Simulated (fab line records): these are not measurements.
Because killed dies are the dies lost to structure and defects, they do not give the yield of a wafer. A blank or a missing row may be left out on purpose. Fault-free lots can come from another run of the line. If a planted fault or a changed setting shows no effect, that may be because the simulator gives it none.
fab line records :: flow berkeley-cmos170 :: part 2 of 2: steps 33 to 44 of 44
record:
  lots: 5
  wafers: 15
  last-day: 11
route steps=331 shown NWELL@14 PWELL@34 WELLDRIVE@55
lots untouched by any fault: they come from a run of this same line in which no faults occurred
start-h: hours from the record's first day to the start of the lot's first wafer shown :: wait-h: time in hours since the lot's previous step :: " unchanged from the row above :: L1.1+2: a single row standing in for several wafers :: - no value present, or no start provided :: * or withheld: withheld :: < > ~ a bound
route shown NAME@n: names a module that has steps shown in the file, with the first one's number in the route :: usual: average and standard deviation across the fault-free wafers :: same: alike in all rows :: chamber/n: place in a boat :: sites: readings site by site :: _std_site: how widely they spread, as a standard deviation :: _edge_site: inner sites' mean taken away from outer sites' mean :: radius-mm: how far each site lies from the wafer's centre :: mask NAME#n: copy n :: behind: the last tool/chamber to shape the wafer :: hold: cause of the lot's hold/its duration in hours/its outcome :: device: names the non-switching transistor (n, p or np) :: end of line: the tests these same wafers got at the end of their route :: a step without rows: its recipe alone :: killed: not the wafer's yield, but the dies lost to structure and defects at the first sort :: map: a wafer's dies, x killed, . not, _ none there
set.NAME: the setting that was run; set.NAME@STEP: the one run at that earlier step :: model.NAME: the simulator's own value behind a step, which no gauge read
lots at some steps of the route; a table a step, a row a wafer
services: a tool's chamber out of use, with start hour (start-h, from the record's first day; less than 0 if before it), hours out, and reason
== steps ==
step: UCB170_PWELL_DEVELOP_12
recipe:
  developer: TMAH
  develop-time-s: 45
  resist: KrF
  dev-temp-c: 21
usual:
  developer-temp-C: 21.00/0.12
lot.wafer: L082.2
tool: litho-track-02
chamber: 0
start-h: -
wait-h: -
developer-temp-C: 21.06

lot.wafer: L082.3
tool: litho-track-02
chamber: 0
start-h: -
wait-h: -
developer-temp-C: 20.88

lot.wafer: L082.6
tool: litho-track-02
chamber: 0
start-h: -
wait-h: -
developer-temp-C: 21.16

lot.wafer: L083.3
tool: litho-track-02
chamber: 0
start-h: -
wait-h: -
developer-temp-C: 21.05

lot.wafer: L083.4
tool: litho-track-02
chamber: 0
start-h: -
wait-h: -
developer-temp-C: 20.88

lot.wafer: L083.5
tool: litho-track-02
chamber: 0
start-h: -
wait-h: -
developer-temp-C: 20.90

lot.wafer: L089.2
tool: litho-track-03
chamber: 0
start-h: -
wait-h: -
developer-temp-C: 20.94

lot.wafer: L089.3
tool: litho-track-03
chamber: 0
start-h: -
wait-h: -
developer-temp-C: 20.72

lot.wafer: L089.4
tool: litho-track-03
chamber: 0
start-h: -
wait-h: -
developer-temp-C: 21.04

lot.wafer: L093.3
tool: litho-track-04
chamber: 0
start-h: -
wait-h: -
developer-temp-C: 21.20

lot.wafer: L093.5
tool: litho-track-04
chamber: 0
start-h: -
wait-h: -
developer-temp-C: 21.42

lot.wafer: L093.6
tool: litho-track-04
chamber: 0
start-h: -
wait-h: -
developer-temp-C: 21.20

lot.wafer: L094.3
tool: litho-track-04
chamber: 0
start-h: -
wait-h: -
developer-temp-C: 20.98

lot.wafer: L094.4
tool: litho-track-04
chamber: 0
start-h: -
wait-h: -
developer-temp-C: 21.03

lot.wafer: L094.5
tool: litho-track-04
chamber: 0
start-h: -
wait-h: -
developer-temp-C: 20.96
step: UCB170_PWELL_OVL_MEAS_13
usual:
  PWELL_OVL: 2/4.6
lot.wafer: L082.2
tool: overlay-01
chamber: -
start-h: 110.07
wait-h: -
PWELL_OVL[nm]: -3

lot.wafer: L082.3
tool: overlay-01
chamber: -
start-h: 110.07
wait-h: -
PWELL_OVL[nm]: 2

lot.wafer: L082.6
tool: overlay-01
chamber: -
start-h: 110.07
wait-h: -
PWELL_OVL[nm]: -2

lot.wafer: L083.3
tool: overlay-02
chamber: -
start-h: 115.59
wait-h: -
PWELL_OVL[nm]: -1

lot.wafer: L083.4
tool: overlay-02
chamber: -
start-h: 115.59
wait-h: -
PWELL_OVL[nm]: 3

lot.wafer: L083.5
tool: overlay-02
chamber: -
start-h: 115.59
wait-h: -
PWELL_OVL[nm]: -2

lot.wafer: L089.2
tool: overlay-02
chamber: -
start-h: 127.19
wait-h: -
PWELL_OVL[nm]: -4

lot.wafer: L089.3
tool: overlay-02
chamber: -
start-h: 127.19
wait-h: -
PWELL_OVL[nm]: -2

lot.wafer: L089.4
tool: overlay-02
chamber: -
start-h: 127.19
wait-h: -
PWELL_OVL[nm]: -8

lot.wafer: L093.3
tool: overlay-01
chamber: -
start-h: 145.41
wait-h: -
PWELL_OVL[nm]: 1

lot.wafer: L093.5
tool: overlay-01
chamber: -
start-h: 145.41
wait-h: -
PWELL_OVL[nm]: 1

lot.wafer: L093.6
tool: overlay-01
chamber: -
start-h: 145.41
wait-h: -
PWELL_OVL[nm]: -4

lot.wafer: L094.3
tool: overlay-02
chamber: -
start-h: 145.68
wait-h: -
PWELL_OVL[nm]: -1

lot.wafer: L094.4
tool: overlay-02
chamber: -
start-h: 145.68
wait-h: -
PWELL_OVL[nm]: -4

lot.wafer: L094.5
tool: overlay-02
chamber: -
start-h: 145.68
wait-h: -
PWELL_OVL[nm]: -6
step: UCB170_PWELL_ETCH_14
recipe:
  chemistry: CH3F/Ar/O2
  target: Si3N4
  stop-on: SiO2
  CH3F_flow_sccm: 20
  Ar_flow_sccm: 50
  O2_flow_sccm: 7
  pressure-mtorr: 50
  rf-w: 450
  target-depth-a: 2420
  over-etch-frac: 0.1
  time-s: 151
usual:
  O2_flow_sccm: 7.003/0.022
  drypump-motor-current-A: 5.5/0.34
  oes-product-au: 0.944/0.014
  throttle-valve-pct: 8.05/0.14
lot.wafer: L082.2
tool: rie-diel-04
chamber: 1
start-h: 110.10
wait-h: 0.0
O2_flow_sccm: 7.038
drypump-motor-current-A: 5.3
oes-product-au: 0.938
rf-hours-counter-h: 51
throttle-valve-pct: 8.03

lot.wafer: L082.3
tool: rie-diel-04
chamber: 2
start-h: 110.10
wait-h: 0.0
O2_flow_sccm: 7.033
drypump-motor-current-A: 5.8
oes-product-au: 0.948
rf-hours-counter-h: 72
throttle-valve-pct: 8.27

lot.wafer: L082.6
tool: rie-diel-04
chamber: 2
start-h: 110.10
wait-h: 0.0
O2_flow_sccm: 7.005
drypump-motor-current-A: 5.8
oes-product-au: 0.943
rf-hours-counter-h: -
throttle-valve-pct: 8.27

lot.wafer: L083.3
tool: rie-diel-04
chamber: 2
start-h: 115.61
wait-h: 0.0
O2_flow_sccm: 6.979
drypump-motor-current-A: 5.8
oes-product-au: 0.934
rf-hours-counter-h: 72
throttle-valve-pct: 8.27

lot.wafer: L083.4
tool: rie-diel-04
chamber: 1
start-h: 115.61
wait-h: 0.0
O2_flow_sccm: 6.991
drypump-motor-current-A: 5.3
oes-product-au: 0.930
rf-hours-counter-h: -
throttle-valve-pct: 8.05

lot.wafer: L083.5
tool: rie-diel-04
chamber: 2
start-h: 115.61
wait-h: 0.0
O2_flow_sccm: 7.012
drypump-motor-current-A: 5.8
oes-product-au: 0.944
rf-hours-counter-h: -
throttle-valve-pct: 8.29

lot.wafer: L089.2
tool: rie-diel-03
chamber: 1
start-h: 127.22
wait-h: 0.0
O2_flow_sccm: 6.995
drypump-motor-current-A: 6.0
oes-product-au: 0.956
rf-hours-counter-h: 153
throttle-valve-pct: 8.02

lot.wafer: L089.3
tool: rie-diel-03
chamber: 2
start-h: 127.22
wait-h: 0.0
O2_flow_sccm: 6.994
drypump-motor-current-A: 5.2
oes-product-au: 0.961
rf-hours-counter-h: 15
throttle-valve-pct: 8.04

lot.wafer: L089.4
tool: rie-diel-03
chamber: 3
start-h: 127.22
wait-h: 0.0
O2_flow_sccm: 7.013
drypump-motor-current-A: 5.6
oes-product-au: 0.964
rf-hours-counter-h: 30
throttle-valve-pct: 7.84

lot.wafer: L093.3
tool: rie-diel-04
chamber: 3
start-h: 145.43
wait-h: 0.0
O2_flow_sccm: 6.979
drypump-motor-current-A: 5.2
oes-product-au: 0.941
rf-hours-counter-h: 20
throttle-valve-pct: 8.08

lot.wafer: L093.5
tool: rie-diel-04
chamber: 2
start-h: 145.43
wait-h: 0.0
O2_flow_sccm: 7.017
drypump-motor-current-A: 5.8
oes-product-au: 0.940
rf-hours-counter-h: -
throttle-valve-pct: 8.29

lot.wafer: L093.6
tool: rie-diel-04
chamber: 1
start-h: 145.43
wait-h: 0.0
O2_flow_sccm: 6.989
drypump-motor-current-A: 5.3
oes-product-au: 0.938
rf-hours-counter-h: -
throttle-valve-pct: 8.03

lot.wafer: L094.3
tool: rie-diel-01
chamber: 3
start-h: 145.70
wait-h: 0.0
O2_flow_sccm: 6.985
drypump-motor-current-A: 4.9
oes-product-au: 0.947
rf-hours-counter-h: 17
throttle-valve-pct: 8.17

lot.wafer: L094.4
tool: rie-diel-01
chamber: 1
start-h: 145.70
wait-h: 0.0
O2_flow_sccm: 7.002
drypump-motor-current-A: 5.8
oes-product-au: 0.941
rf-hours-counter-h: -
throttle-valve-pct: 7.85

lot.wafer: L094.5
tool: rie-diel-01
chamber: 3
start-h: 145.70
wait-h: 0.0
O2_flow_sccm: 7.021
drypump-motor-current-A: 4.9
oes-product-au: 0.957
rf-hours-counter-h: -
throttle-valve-pct: 8.18
step: UCB170_PWELL_IMPLANT_15
recipe:
  species: B
  dose-cm2: 4.963e+12
  energy-kev: 60
  tilt-deg: 7
usual:
  beam-on-s: 10.00/0.18
lot.wafer: L082.2
tool: implanter-03
chamber: 0
start-h: 110.22
wait-h: 0.1
beam-on-s: 10.27

lot.wafer: L082.3
tool: implanter-03
chamber: 0
start-h: 110.22
wait-h: 0.1
beam-on-s: 10.04

lot.wafer: L082.6
tool: implanter-03
chamber: 0
start-h: 110.22
wait-h: 0.1
beam-on-s: 10.04

lot.wafer: L083.3
tool: implanter-01
chamber: 0
start-h: 115.76
wait-h: 0.1
beam-on-s: 9.98

lot.wafer: L083.4
tool: implanter-01
chamber: 0
start-h: 115.76
wait-h: 0.1
beam-on-s: 9.90

lot.wafer: L083.5
tool: implanter-01
chamber: 0
start-h: 115.76
wait-h: 0.1
beam-on-s: 10.14

lot.wafer: L089.2
tool: implanter-04
chamber: 0
start-h: 127.34
wait-h: 0.1
beam-on-s: 9.77

lot.wafer: L089.3
tool: implanter-04
chamber: 0
start-h: 127.34
wait-h: 0.1
beam-on-s: 9.99

lot.wafer: L089.4
tool: implanter-04
chamber: 0
start-h: 127.34
wait-h: 0.1
beam-on-s: 9.82

lot.wafer: L093.3
tool: implanter-01
chamber: 0
start-h: 145.58
wait-h: 0.1
beam-on-s: 9.88

lot.wafer: L093.5
tool: implanter-01
chamber: 0
start-h: 145.58
wait-h: 0.1
beam-on-s: 10.00

lot.wafer: L093.6
tool: implanter-01
chamber: 0
start-h: 145.58
wait-h: 0.1
beam-on-s: 10.11

lot.wafer: L094.3
tool: implanter-04
chamber: 0
start-h: 145.86
wait-h: 0.1
beam-on-s: 9.89

lot.wafer: L094.4
tool: implanter-04
chamber: 0
start-h: 145.86
wait-h: 0.1
beam-on-s: 9.84

lot.wafer: L094.5
tool: implanter-04
chamber: 0
start-h: 145.86
wait-h: 0.1
beam-on-s: 9.96
step: UCB170_PWELL_STRIP_16
recipe:
  chemistry: O2
  power-w: 400
  pressure-mtorr: 3500
  platen-temp-c: withheld
  o2-flow-sccm: 400
  overash-fraction: 0.5
usual:
  drypump-motor-current-A: 5.9/0.52
  oes-product-au: 0.720/0.0044
  strip-time-to-endpoint-s: 18.09/0.08
lot.wafer: L082.2
tool: plasma-asher-03
chamber: 1
start-h: 110.40
wait-h: 0.2
drypump-motor-current-A: 5.8
oes-product-au: 0.715
rf-hours-counter-h: 40
strip-time-to-endpoint-s: 18.15

lot.wafer: L082.3
tool: plasma-asher-03
chamber: 1
start-h: 110.40
wait-h: 0.2
drypump-motor-current-A: 5.9
oes-product-au: 0.717
rf-hours-counter-h: -
strip-time-to-endpoint-s: 18.04

lot.wafer: L082.6
tool: plasma-asher-03
chamber: 0
start-h: 110.40
wait-h: 0.2
drypump-motor-current-A: 5.9
oes-product-au: 0.723
rf-hours-counter-h: -
strip-time-to-endpoint-s: 18.15

lot.wafer: L083.3
tool: plasma-asher-04
chamber: 0
start-h: 115.89
wait-h: 0.1
drypump-motor-current-A: 6.5
oes-product-au: 0.717
rf-hours-counter-h: -
strip-time-to-endpoint-s: 18.13

lot.wafer: L083.4
tool: plasma-asher-04
chamber: 1
start-h: 115.89
wait-h: 0.1
drypump-motor-current-A: 5.3
oes-product-au: 0.715
rf-hours-counter-h: -
strip-time-to-endpoint-s: 18.09

lot.wafer: L083.5
tool: plasma-asher-04
chamber: 1
start-h: 115.89
wait-h: 0.1
drypump-motor-current-A: 5.3
oes-product-au: 0.723
rf-hours-counter-h: -
strip-time-to-endpoint-s: 18.18

lot.wafer: L089.2
tool: plasma-asher-03
chamber: 0
start-h: 127.47
wait-h: 0.1
drypump-motor-current-A: 5.9
oes-product-au: 0.725
rf-hours-counter-h: 43
strip-time-to-endpoint-s: 18.16

lot.wafer: L089.3
tool: plasma-asher-03
chamber: 0
start-h: 127.47
wait-h: 0.1
drypump-motor-current-A: 5.9
oes-product-au: 0.717
rf-hours-counter-h: -
strip-time-to-endpoint-s: 18.13

lot.wafer: L089.4
tool: plasma-asher-03
chamber: 1
start-h: 127.47
wait-h: 0.1
drypump-motor-current-A: 5.8
oes-product-au: 0.728
rf-hours-counter-h: -
strip-time-to-endpoint-s: 18.19

lot.wafer: L093.3
tool: plasma-asher-04
chamber: 1
start-h: 145.71
wait-h: 0.1
drypump-motor-current-A: 5.3
oes-product-au: 0.718
rf-hours-counter-h: -
strip-time-to-endpoint-s: 18.03

lot.wafer: L093.5
tool: plasma-asher-04
chamber: 0
start-h: 145.71
wait-h: 0.1
drypump-motor-current-A: 6.4
oes-product-au: 0.718
rf-hours-counter-h: -
strip-time-to-endpoint-s: 18.06

lot.wafer: L093.6
tool: plasma-asher-04
chamber: 1
start-h: 145.71
wait-h: 0.1
drypump-motor-current-A: 5.3
oes-product-au: 0.722
rf-hours-counter-h: -
strip-time-to-endpoint-s: 18.04

lot.wafer: L094.3
tool: plasma-asher-03
chamber: 0
start-h: 145.99
wait-h: 0.1
drypump-motor-current-A: 5.9
oes-product-au: 0.723
rf-hours-counter-h: -
strip-time-to-endpoint-s: 18.02

lot.wafer: L094.4
tool: plasma-asher-03
chamber: 1
start-h: 145.99
wait-h: 0.1
drypump-motor-current-A: 5.9
oes-product-au: 0.722
rf-hours-counter-h: -
strip-time-to-endpoint-s: 17.96

lot.wafer: L094.5
tool: plasma-asher-03
chamber: 0
start-h: 145.99
wait-h: 0.1
drypump-motor-current-A: 5.9
oes-product-au: 0.723
rf-hours-counter-h: -
strip-time-to-endpoint-s: 18.06
step: UCB170_PWELL_TW_MEAS_17
usual:
  PWELL_TW: 377.6/1.6
lot.wafer: L082.2
tool: film-metro-04
chamber: -
start-h: 110.51
wait-h: 0.1
PWELL_TW: 379.9

lot.wafer: L082.3
tool: film-metro-04
chamber: -
start-h: 110.51
wait-h: 0.1
PWELL_TW: 379.6

lot.wafer: L082.6
tool: film-metro-04
chamber: -
start-h: 110.51
wait-h: 0.1
PWELL_TW: 378.3

lot.wafer: L083.3
tool: film-metro-01
chamber: -
start-h: 115.98
wait-h: 0.1
PWELL_TW: 373.7

lot.wafer: L083.4
tool: film-metro-01
chamber: -
start-h: 115.98
wait-h: 0.1
PWELL_TW: 374.6

lot.wafer: L083.5
tool: film-metro-01
chamber: -
start-h: 115.98
wait-h: 0.1
PWELL_TW: 373.7

lot.wafer: L089.2
tool: film-metro-01
chamber: -
start-h: 127.58
wait-h: 0.1
PWELL_TW: 374.7

lot.wafer: L089.3
tool: film-metro-01
chamber: -
start-h: 127.58
wait-h: 0.1
PWELL_TW: 375.6

lot.wafer: L089.4
tool: film-metro-01
chamber: -
start-h: 127.58
wait-h: 0.1
PWELL_TW: 375.3

lot.wafer: L093.3
tool: film-metro-04
chamber: -
start-h: 145.80
wait-h: 0.1
PWELL_TW: 376.0

lot.wafer: L093.5
tool: film-metro-04
chamber: -
start-h: 145.80
wait-h: 0.1
PWELL_TW: 378.1

lot.wafer: L093.6
tool: film-metro-04
chamber: -
start-h: 145.80
wait-h: 0.1
PWELL_TW: 376.9

lot.wafer: L094.3
tool: film-metro-01
chamber: -
start-h: 146.07
wait-h: 0.1
PWELL_TW: 377.9

lot.wafer: L094.4
tool: film-metro-01
chamber: -
start-h: 146.07
wait-h: 0.1
PWELL_TW: 376.8

lot.wafer: L094.5
tool: film-metro-01
chamber: -
start-h: 146.07
wait-h: 0.1
PWELL_TW: 378.0
step: UCB170_PWELL_CLEAN_18
recipe:
  chemistry: SPM
  temp-c: 120
  time-s: 600
lot.wafer: L082.2+3+6
tool: wet-bench-01
chamber: 0
start-h: 110.99
wait-h: 0.5

lot.wafer: L083.3+4+5
tool: wet-bench-01
chamber: 0
start-h: 116.02
wait-h: 0.0

lot.wafer: L089.2+3+4
tool: wet-bench-03
chamber: 0
start-h: 127.63
wait-h: 0.0

lot.wafer: L093.3+5+6
tool: wet-bench-01
chamber: 3
start-h: 145.84
wait-h: 0.0

lot.wafer: L094.3+4+5
tool: wet-bench-01
chamber: 2
start-h: 146.11
wait-h: 0.0
step: UCB170_PWELL_WET_ETCH_19
recipe:
  chemistry: H3PO4
  target: Si3N4
  temp-c: 160
  time-s: 14400
lot.wafer: L082.2+3+6
tool: wet-bench-01
chamber: 1
start-h: 111.34
wait-h: 0.2

lot.wafer: L083.3+4+5
tool: wet-bench-03
chamber: 3
start-h: 116.20
wait-h: 0.0

lot.wafer: L089.2+3+4
tool: wet-bench-03
chamber: 3
start-h: 127.80
wait-h: 0.0

lot.wafer: L093.3+5+6
tool: wet-bench-03
chamber: 0
start-h: 146.05
wait-h: 0.0

lot.wafer: L094.3+4+5
tool: wet-bench-01
chamber: 1
start-h: 146.32
wait-h: 0.0
step: UCB170_PWELL_WET_ETCH_20
recipe:
  chemistry: BOE
  dilution: 5:1
  target: SiO2
  temp-c: 25
  time-s: 22
lot.wafer: L082.2+3+6
tool: wet-bench-03
chamber: 0
start-h: 115.35
wait-h: 0.0

lot.wafer: L083.3+4+5
tool: wet-bench-03
chamber: 2
start-h: 121.09
wait-h: 0.5

lot.wafer: L089.2+3+4
tool: wet-bench-03
chamber: 0
start-h: 132.02
wait-h: 0.2

lot.wafer: L093.3+5+6
tool: wet-bench-03
chamber: 1
start-h: 150.06
wait-h: 0.0

lot.wafer: L094.3+4+5
tool: wet-bench-03
chamber: 0
start-h: 151.14
wait-h: 0.0
step: UCB170_WELLDRIVE_CLEAN_00
recipe:
  chemistry: SPM
  temp-c: 120
  time-s: 600
lot.wafer: L082.2+3+6
tool: wet-bench-02
chamber: 2
start-h: 115.36
wait-h: 0.0

lot.wafer: L083.3+4+5
tool: wet-bench-01
chamber: 0
start-h: 124.49
wait-h: 3.4

lot.wafer: L089.2+3+4
tool: wet-bench-02
chamber: 0
start-h: 132.09
wait-h: 0.0

lot.wafer: L093.3+5+6
tool: wet-bench-03
chamber: 3
start-h: 150.07
wait-h: 0.0

lot.wafer: L094.3+4+5
tool: wet-bench-03
chamber: 3
start-h: 151.15
wait-h: 0.0
step: UCB170_WELLDRIVE_OXIDATION_01
recipe:
  temp-c: 1100
  ambient: O2
  target-thk-a: 1990
  ox-time-s: 9000
lot.wafer: L082.2+3+6
tool: furnace-02
chamber: 0
start-h: 118.41
wait-h: 2.9

lot.wafer: L083.3+4+5
tool: furnace-02
chamber: 0
start-h: 125.97
wait-h: 1.3

lot.wafer: L089.2+3+4
tool: furnace-03
chamber: 0
start-h: 134.45
wait-h: 2.2

lot.wafer: L093.3+5+6
tool: furnace-04
chamber: 0
start-h: 151.61
wait-h: 1.4

lot.wafer: L094.3+4+5
tool: furnace-04
chamber: 0
start-h: 151.61
wait-h: 0.3
step: UCB170_WELLDRIVE_THK_MEAS_02
recipe:
  reads: SiO2_of_WELLDRIVE_OXIDATION_01
usual:
  WELLDRIVE_OXIDE_THK: 198/4.7
lot.wafer: L082.2
tool: film-metro-02
chamber: -
start-h: 121.92
wait-h: 0.0
WELLDRIVE_OXIDE_THK[nm]: 198

lot.wafer: L082.3
tool: film-metro-02
chamber: -
start-h: 121.92
wait-h: 0.0
WELLDRIVE_OXIDE_THK[nm]: 201

lot.wafer: L082.6
tool: film-metro-02
chamber: -
start-h: 121.92
wait-h: 0.0
WELLDRIVE_OXIDE_THK[nm]: 196

lot.wafer: L083.3
tool: film-metro-02
chamber: -
start-h: 129.49
wait-h: 0.0
WELLDRIVE_OXIDE_THK[nm]: 189

lot.wafer: L083.4
tool: film-metro-02
chamber: -
start-h: 129.49
wait-h: 0.0
WELLDRIVE_OXIDE_THK[nm]: 189

lot.wafer: L083.5
tool: film-metro-02
chamber: -
start-h: 129.49
wait-h: 0.0
WELLDRIVE_OXIDE_THK[nm]: 194

lot.wafer: L089.2
tool: film-metro-04
chamber: -
start-h: 137.99
wait-h: 0.0
WELLDRIVE_OXIDE_THK[nm]: 206

lot.wafer: L089.3
tool: film-metro-04
chamber: -
start-h: 137.99
wait-h: 0.0
WELLDRIVE_OXIDE_THK[nm]: 206

lot.wafer: L089.4
tool: film-metro-04
chamber: -
start-h: 137.99
wait-h: 0.0
WELLDRIVE_OXIDE_THK[nm]: 204

lot.wafer: L093.3
tool: film-metro-04
chamber: -
start-h: 155.13
wait-h: 0.0
WELLDRIVE_OXIDE_THK[nm]: 201

lot.wafer: L093.5
tool: film-metro-04
chamber: -
start-h: 155.13
wait-h: 0.0
WELLDRIVE_OXIDE_THK[nm]: 203

lot.wafer: L093.6
tool: film-metro-04
chamber: -
start-h: 155.13
wait-h: 0.0
WELLDRIVE_OXIDE_THK[nm]: 199

lot.wafer: L094.3
tool: film-metro-03
chamber: -
start-h: 155.13
wait-h: 0.0
WELLDRIVE_OXIDE_THK[nm]: 198

lot.wafer: L094.4
tool: film-metro-03
chamber: -
start-h: 155.13
wait-h: 0.0
WELLDRIVE_OXIDE_THK[nm]: 198

lot.wafer: L094.5
tool: film-metro-03
chamber: -
start-h: 155.13
wait-h: 0.0
WELLDRIVE_OXIDE_THK[nm]: 199
== services ==
tool: furnace-04
chamber: -
start-h: 45.75
hours: 63.8
kind: pm

tool: krf-scanner-02
chamber: -
start-h: 56.07
hours: 11.6
kind: pm

tool: implanter-04
chamber: -
start-h: 59.16
hours: 5.6
kind: repair

tool: furnace-03
chamber: -
start-h: 61.29
hours: 3.9
kind: pm

tool: krf-scanner-01
chamber: -
start-h: 62.97
hours: 0.4
kind: repair

tool: plasma-asher-04
chamber: -
start-h: 66.65
hours: 22.9
kind: pm

tool: wet-bench-01
chamber: -
start-h: 70.90
hours: 1.1
kind: repair

tool: krf-scanner-02
chamber: -
start-h: 73.51
hours: 0.4
kind: repair

tool: furnace-02
chamber: -
start-h: 73.78
hours: 5.6
kind: pm

tool: krf-scanner-02
chamber: -
start-h: 76.21
hours: 1.0
kind: pm

tool: krf-scanner-02
chamber: -
start-h: 78.01
hours: 0.3
kind: repair

tool: krf-scanner-02
chamber: -
start-h: 79.63
hours: 1.9
kind: repair

tool: krf-scanner-02
chamber: -
start-h: 82.60
hours: 4.0
kind: pm

tool: implanter-04
chamber: -
start-h: 84.55
hours: 3.8
kind: pm

tool: krf-scanner-01
chamber: -
start-h: 86.63
hours: 0.8
kind: pm

tool: plasma-asher-03
chamber: -
start-h: 94.72
hours: 4.1
kind: repair

tool: krf-scanner-02
chamber: -
start-h: 105.31
hours: 0.8
kind: pm

tool: plasma-asher-04
chamber: -
start-h: 105.77
hours: 2.1
kind: repair

tool: krf-scanner-02
chamber: -
start-h: 108.16
hours: 1.3
kind: pm

tool: plasma-asher-04
chamber: -
start-h: 111.17
hours: 2.8
kind: repair

tool: furnace-01
chamber: -
start-h: 112.26
hours: 3.3
kind: pm

tool: furnace-03
chamber: -
start-h: 117.74
hours: 3.0
kind: pm

tool: krf-scanner-01
chamber: -
start-h: 121.34
hours: 1.0
kind: pm

tool: krf-scanner-01
chamber: -
start-h: 134.42
hours: 1.3
kind: pm
